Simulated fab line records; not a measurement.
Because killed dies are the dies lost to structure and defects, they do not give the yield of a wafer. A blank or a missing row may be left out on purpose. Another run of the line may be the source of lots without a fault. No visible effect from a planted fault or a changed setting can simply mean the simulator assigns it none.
Problem report, 8D (eight disciplines) form, completed by code | flow berkeley_cmos170 | the parts of the form that need people (team, actions taken, sign-off) are left out

## 1. THE PROBLEM
At UCB170_SILICIDE_RTA_04, chamber_o2_ppm averages 302.010 over 6 wafers from 2 lots, while fault-free wafers read 1.997, standard deviation 0.024. That is +99 or more standard deviations from the usual mean.
The step: time 15 s.
First observed at day 10 01:18: wafer L961.1, on rtp_anneal-01. The record has a number at this step for 18 wafers belonging to 6 lots. By rule, "out" or "out of limits" means more than 4 standard deviations away from the usual mean. The rest of the wafers with a number are treated as sound.

## 2. WHAT IT IS, AND WHAT IT ISN'T
question                    | is                     | is not
which readings at this step | chamber_o2_ppm         | lamp_power_pct, wafer_temp_C_max
which lots                  | L961, L965             | L959, L960, L969, L972
which wafers of those lots  | all that have a number | -
read on which tools         | rtp_anneal-01          | rtp_anneal-02
when                        | from day 10 01:18      | up to then (6 sound wafers); but 6 sound wafers of L969, L972 came after

## 3. THE SUSPECTS, EACH WITH WHAT RULES IT OUT
Counting: a tool stays on the suspect list if, at a process step up to the reading, it processed all lots that are out and no sound lot following the first of them.
- rtp_anneal-02 at UCB170_SDANNEAL_RTA_00 (time 10 s): ruled out as a lasting fault. After its first lot that is out, L961 (day 10 00:25), sound lots L969, L972 ran on it.
- rtp_anneal-02 at UCB170_SDANNEAL_RTA_01 (time 5 s): ruled out as a lasting fault. After its first lot that is out, L961 (day 10 00:29), sound lots L969, L972 ran on it.
- rtp_anneal-01 at UCB170_SILICIDE_RTA_04 (time 15 s): kept. Every lot that is out went through it, starting with L961 (day 10 01:18), and after that it ran no sound lot; the last sound lot it ran before then is L960 (day 10 00:28). Out on those wafers are its own readings of chamber_o2_ppm.
The count leaves rtp_anneal-01 at UCB170_SILICIDE_RTA_04.

## 4. THE CAUSE (what the simulator had put in)
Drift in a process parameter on rtp_anneal-01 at UCB170_SILICIDE_RTA_04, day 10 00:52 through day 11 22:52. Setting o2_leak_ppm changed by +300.
Counting left only this tool.

## 5. THE CHAIN OF EFFECTS, in route order
Each row: a reading whose mean over the struck wafers that have a number lies more than 3 standard deviations from the usual. Only readings whose record carries a usual standard deviation are examined. hours: median over the lots of the time between each lot's start at the first step of this table that gives one and its start at this step. sigmas: the change, counted in usual standard deviations.
hours | step                   | reading        | usual | on struck wafers | change   | sigmas
0     | UCB170_SILICIDE_RTA_04 | chamber_o2_ppm | 1.997 | 302.010          | +300.013 | +99 or more
Here are the process steps it includes:
- UCB170_SILICIDE_RTA_04: time 15 s.

## 6. WHAT WOULD HAVE CAUGHT IT SOONER
The fault began at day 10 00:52; the first out-of-limits reading in this record came at day 10 01:18, 0 hours later.
